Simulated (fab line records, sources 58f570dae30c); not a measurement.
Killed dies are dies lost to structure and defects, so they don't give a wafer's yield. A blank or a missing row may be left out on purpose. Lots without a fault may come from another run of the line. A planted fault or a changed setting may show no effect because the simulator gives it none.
A struck lot beside a sound one | flow berkeley_cmos170 | 44 steps out of a route of 331
Sound: wafers L885.1, L885.4, L885.6. Struck: wafers L890.3, L890.5, L890.6. The cause comes at the end.
At each step with rows: each side's tool, then ch and its chambers, then its first start. Under that, the readings that differ: sound wafers | struck wafers | difference of the means | sigmas: that difference in standard deviations of wafers without a fault.
alike: readings whose means differ by less than 2 such deviations, and words and numbers that are the same on both sides. not compared: withheld readings, readings that some wafer has no value for, bounds like >300 that may hide the same value, and numbers for which the record gives no deviation and whose values overlap.
The two part at a step that has a row with sigmas, a row that says differs or no value, or rows on one side only. Numbers that don't overlap but have no deviation are shown without sigmas and don't part them. A reading that every wafer of one side lacks parts them only if that side has two wafers or more.

first, 3 steps without rows for these wafers: UCB170_NLDD_EXPOSE_03 (exposes mask NSELECT, target cd 1200 nm); UCB170_NLDD_PEB_04; UCB170_NLDD_DEVELOP_05 (develop time 42.84 s).
UCB170_NLDD_CD_MEAS_06: target cd 1200 nm.
  sound on cd_sem-01, day 9 01:00; struck on cd_sem-01, day 9 20:07
  alike: cd_nm
UCB170_NLDD_OVL_MEAS_07:
  sound on overlay-02, day 9 01:07; struck on overlay-02, day 9 20:12
  alike: NLDD_OVL
then, 2 steps without rows for these wafers: UCB170_NLDD_IMPLANT_08; UCB170_NLDD_IMPLANT_09.
UCB170_NLDD_STRIP_10: strips in O2.
  sound on plasma_asher-02 ch 0,1, day 9 01:27; struck on plasma_asher-02 ch 0,1, day 9 20:34
  alike: drypump_motor_current_A, oes_product_au, strip_time_to_endpoint_s
  not compared: rf_hours_counter_h
UCB170_NLDD_TW_MEAS_11:
  sound on film_metro-01, day 9 01:33; struck on film_metro-03, day 9 20:38
  alike: NLDD_TW
then, 1 step without rows for these wafers: UCB170_NLDD_CLEAN_12 (cleans in SPM, time 600 s).
UCB170_SPACER_CVD_00: deposits SiO2 from TEOS/O2, target thk 376 nm, time 47 s.
  sound on pecvd-01 ch 0,2, day 9 01:47; struck on pecvd-03 ch 0,1, day 9 20:52
  alike: heater_power_w
UCB170_SPACER_THK_MEAS_01:
  sound on film_metro-04, day 9 01:50; struck on film_metro-04, day 9 20:55
  alike: SPACER_TEOS_THK
UCB170_SPACER_ANNEAL_02: time 1800 s.
  sound on furnace-02 ch 0, day 9 05:07; struck on furnace-02 ch 0, day 10 02:41
  reading                   | sound                | struck               | difference | sigmas
  spike_tc_centre_C (C)     | 902.5 902.0 900.9    | 952.5 953.4 951.2    | +50.6      | +46
  spike_tc_load_C (C)       | 922.3 921.2 923.2    | 972.6 974.3 972.5    | +50.9      | +22
  spike_tc_source_C (C)     | 922.6 920.4 922.1    | 970.5 971.5 971.6    | +49.5      | +26
  tube_center_temp_C (C)    | 899.96 899.88 900.03 | 950.09 949.92 949.91 | +50.02     | +99 or more
  tube_center_temp_C_max    | 901.8 902.7 902.6    | 952.5 953.2 953.0    | +50.5      | +99 or more
  zone_power_source_pct (%) | 27.8 27.6 27.3       | 31.1 31.2 32.3       | +4.0       | +2
then, 7 steps without rows for these wafers: UCB170_SPACER_ETCHBACK_03 (etches SiO2 in CHF3/CF4/Ar, stops on Si, target depth 376 nm, time 100 s); UCB170_PSD_HMDS_00 (prime time 60 s); UCB170_PSD_COAT_01 (resist thk 900 nm); UCB170_PSD_SOFTBAKE_02 (time 60 s); UCB170_PSD_EXPOSE_03 (exposes mask PSELECT MOD, target cd 1200 nm); UCB170_PSD_PEB_04; UCB170_PSD_DEVELOP_05 (develop time 45 s).
UCB170_PSD_CD_MEAS_06: target cd 1200 nm.
  sound on cd_sem-01, day 9 08:46; struck on cd_sem-01, day 10 06:13
  alike: cd_nm
UCB170_PSD_OVL_MEAS_07:
  sound on overlay-02, day 9 08:55; struck on overlay-01, day 10 06:19
  alike: PSD_OVL
then, 1 step without rows for these wafers: UCB170_PSD_IMPLANT_08.
UCB170_PSD_STRIP_09: strips in O2.
  sound on plasma_asher-03 ch 0,1, day 9 09:13; struck on plasma_asher-02 ch 0,1, day 10 06:31
  alike: drypump_motor_current_A, oes_product_au, strip_time_to_endpoint_s
  not compared: rf_hours_counter_h
UCB170_PSD_TW_MEAS_10:
  sound on film_metro-03, day 9 09:19; struck on film_metro-01, day 10 06:37
  alike: PSD_TW
then, 7 steps without rows for these wafers: UCB170_PSD_CLEAN_11 (cleans in SPM, time 600 s); UCB170_NSD_HMDS_00 (prime time 60 s); UCB170_NSD_COAT_01 (resist thk 900 nm); UCB170_NSD_SOFTBAKE_02 (time 60 s); UCB170_NSD_EXPOSE_03 (exposes mask NSELECT MOD, target cd 1200 nm); UCB170_NSD_PEB_04; UCB170_NSD_DEVELOP_05 (develop time 45 s).
UCB170_NSD_CD_MEAS_06: target cd 1200 nm.
  sound on cd_sem-02, day 9 11:29; struck on cd_sem-01, day 10 08:14
  alike: cd_nm
UCB170_NSD_OVL_MEAS_07:
  sound on overlay-01, day 9 11:36; struck on overlay-01, day 10 08:20
  alike: NSD_OVL
then, 1 step without rows for these wafers: UCB170_NSD_IMPLANT_08.
UCB170_NSD_STRIP_09: strips in O2.
  sound on plasma_asher-02 ch 0,1, day 9 11:47; struck on plasma_asher-03 ch 0,1, day 10 08:32
  alike: drypump_motor_current_A, oes_product_au, strip_time_to_endpoint_s
  not compared: rf_hours_counter_h
UCB170_NSD_TW_MEAS_10:
  sound on film_metro-01, day 9 11:53; struck on film_metro-01, day 10 08:38
  alike: NSD_TW
then, 4 steps without rows for these wafers: UCB170_NSD_CLEAN_11 (cleans in SPM, time 600 s); UCB170_BACKSIDE_HMDS_00 (prime time 60 s); UCB170_BACKSIDE_COAT_01 (resist thk 900 nm); UCB170_BACKSIDE_SOFTBAKE_02 (time 60 s).
UCB170_BACKSIDE_STRIP_03: strips in O2.
  sound on plasma_asher-01 ch 0,1, day 9 12:58; struck on plasma_asher-03 ch 0,1, day 10 09:20
  alike: drypump_motor_current_A, oes_product_au, strip_time_to_endpoint_s
  not compared: rf_hours_counter_h
UCB170_SDANNEAL_RS_MEAS_04: measures by four-point-probe.
  sound on film_metro-02, day 9 13:37; struck on film_metro-02, day 10 10:16
  reading          | sound                | struck            | difference | sigmas
  PLDD_RS (ohm/sq) | 1030.0 1029.6 1028.6 | 902.6 903.0 901.3 | -127.1     | -45
  not compared: hold
UCB170_M3_PROBE_99:
  the record has rows for the sound wafers here (prober-02, day 10 14:55) and none for the struck ones

WHERE THEY PART
First at UCB170_SPACER_ANNEAL_02; last, within this record, at UCB170_M3_PROBE_99.

WHY: what the simulator had put in
Process parameter drift: furnace-02, from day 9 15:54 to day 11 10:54, at UCB170_SPACER_ANNEAL_02. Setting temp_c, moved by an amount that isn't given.
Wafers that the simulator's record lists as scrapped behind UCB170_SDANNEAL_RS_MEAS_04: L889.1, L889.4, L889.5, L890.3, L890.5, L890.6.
